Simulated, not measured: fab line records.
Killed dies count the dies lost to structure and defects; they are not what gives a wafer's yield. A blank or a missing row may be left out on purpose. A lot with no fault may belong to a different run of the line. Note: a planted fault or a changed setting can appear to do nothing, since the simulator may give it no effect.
Matching of chambers || flow rit_cmos || RIT_SPACER_ETCHBACK_05 on rie_diel-04 has 4 sister chambers
The step etches Si3N4 in SF6/CHF3, stops on SiO2, target depth 250 nm, time 240 s. 16 wafers are shown with their chamber, then 8 later ones without.

WAFERS PAIRED WITH THEIR CHAMBERS
{"wafer": "L582.2", "chamber": 3, "drypump_motor_current_A (A)": 5.82, "throttle_valve_pct (%)": 10.19, "oes_product_au (a.u.)": 0.869}
{"wafer": "L582.3", "chamber": 2, "drypump_motor_current_A (A)": 5.67, "throttle_valve_pct (%)": 10.18, "oes_product_au (a.u.)": 0.861}
{"wafer": "L582.6", "chamber": 2, "drypump_motor_current_A (A)": 5.68, "throttle_valve_pct (%)": 10.18, "oes_product_au (a.u.)": 0.854}
{"wafer": "L585.2", "chamber": 2, "drypump_motor_current_A (A)": 5.64, "throttle_valve_pct (%)": 10.18, "oes_product_au (a.u.)": 0.864}
{"wafer": "L585.3", "chamber": 0, "drypump_motor_current_A (A)": 5.86, "throttle_valve_pct (%)": 10.29, "oes_product_au (a.u.)": 0.853}
{"wafer": "L585.5", "chamber": 1, "drypump_motor_current_A (A)": 6.14, "throttle_valve_pct (%)": 10.32, "oes_product_au (a.u.)": 0.841}
{"wafer": "L588.2", "chamber": 2, "drypump_motor_current_A (A)": 5.64, "throttle_valve_pct (%)": 10.18, "oes_product_au (a.u.)": 0.850}
{"wafer": "L588.5", "chamber": 3, "drypump_motor_current_A (A)": 5.77, "throttle_valve_pct (%)": 10.20, "oes_product_au (a.u.)": 0.865}
{"wafer": "L588.6", "chamber": 0, "drypump_motor_current_A (A)": 5.85, "throttle_valve_pct (%)": 10.31, "oes_product_au (a.u.)": 0.852}
{"wafer": "L589.4", "chamber": 1, "drypump_motor_current_A (A)": 6.17, "throttle_valve_pct (%)": 10.30, "oes_product_au (a.u.)": 0.837}
{"wafer": "L589.5", "chamber": 0, "drypump_motor_current_A (A)": 5.87, "throttle_valve_pct (%)": 10.31, "oes_product_au (a.u.)": 0.848}
{"wafer": "L589.6", "chamber": 3, "drypump_motor_current_A (A)": 5.78, "throttle_valve_pct (%)": 10.16, "oes_product_au (a.u.)": 0.859}
{"wafer": "L592.1", "chamber": 0, "drypump_motor_current_A (A)": 5.87, "throttle_valve_pct (%)": 10.29, "oes_product_au (a.u.)": 0.859}
{"wafer": "L592.3", "chamber": 1, "drypump_motor_current_A (A)": 6.14, "throttle_valve_pct (%)": 10.32, "oes_product_au (a.u.)": 0.849}
{"wafer": "L592.6", "chamber": 2, "drypump_motor_current_A (A)": 5.65, "throttle_valve_pct (%)": 10.19, "oes_product_au (a.u.)": 0.861}
{"wafer": "L595.2", "chamber": 1, "drypump_motor_current_A (A)": 6.13, "throttle_valve_pct (%)": 10.31, "oes_product_au (a.u.)": 0.836}

SIGNATURES (means of the wafers above)
{"reading": "drypump_motor_current_A", "chamber 0": 5.8625, "chamber 1": 6.1450, "chamber 2": 5.6560, "chamber 3": 5.7900, "scatter within a chamber": 0.018}
{"reading": "throttle_valve_pct", "chamber 0": 10.3000, "chamber 1": 10.3125, "chamber 2": 10.1820, "chamber 3": 10.1833, "scatter within a chamber": 0.0116}
{"reading": "oes_product_au", "chamber 0": 0.85300, "chamber 1": 0.84075, "chamber 2": 0.85800, "chamber 3": 0.86433, "scatter within a chamber": 0.00541}
Rule: for a wafer and a chamber, the distance is found by dividing, reading by reading, the gap between the wafer's reading and the chamber's mean by the reading's scatter, squaring, summing and taking the root. If the next closest chamber is less than 2 further off than the closest, the wafer can't be placed; otherwise it belongs to the closest. How the scatter is found: for the shown wafers, subtract from each reading the mean of its chamber, square and add these, divide the total by (wafers less chambers), then take the root.

WAFERS WITHOUT THEIR CHAMBER
{"wafer": "L595.3", "drypump_motor_current_A (A)": 5.64, "throttle_valve_pct (%)": 10.17, "oes_product_au (a.u.)": 0.846}
{"wafer": "L595.5", "drypump_motor_current_A (A)": 5.86, "throttle_valve_pct (%)": 10.30, "oes_product_au (a.u.)": 0.842}
{"wafer": "L601.1", "drypump_motor_current_A (A)": 6.13, "throttle_valve_pct (%)": 10.32, "oes_product_au (a.u.)": 0.841}
{"wafer": "L601.3", "drypump_motor_current_A (A)": 5.88, "throttle_valve_pct (%)": 10.29, "oes_product_au (a.u.)": 0.855}
{"wafer": "L601.5", "drypump_motor_current_A (A)": 5.87, "throttle_valve_pct (%)": 10.28, "oes_product_au (a.u.)": 0.851}
{"wafer": "L605.1", "drypump_motor_current_A (A)": 5.87, "throttle_valve_pct (%)": 10.31, "oes_product_au (a.u.)": 0.840}
{"wafer": "L605.3", "drypump_motor_current_A (A)": 5.67, "throttle_valve_pct (%)": 10.17, "oes_product_au (a.u.)": 0.844}
{"wafer": "L605.5", "drypump_motor_current_A (A)": 6.16, "throttle_valve_pct (%)": 10.31, "oes_product_au (a.u.)": 0.817}

EACH ONE'S CHAMBER
{"wafer": "L595.3", "from the rows above": 2, "in truth": 2}
{"wafer": "L595.5", "from the rows above": 0, "in truth": 0}
{"wafer": "L601.1", "from the rows above": 1, "in truth": 1}
{"wafer": "L601.3", "from the rows above": 0, "in truth": 0}
{"wafer": "L601.5", "from the rows above": 0, "in truth": 0}
{"wafer": "L605.1", "from the rows above": 0, "in truth": 0}
{"wafer": "L605.3", "from the rows above": 2, "in truth": 2}
{"wafer": "L605.5", "from the rows above": 1, "in truth": 1}
Correct placement for 8 of the 8. Not placeable from these rows: 0. 0 placed wrongly.
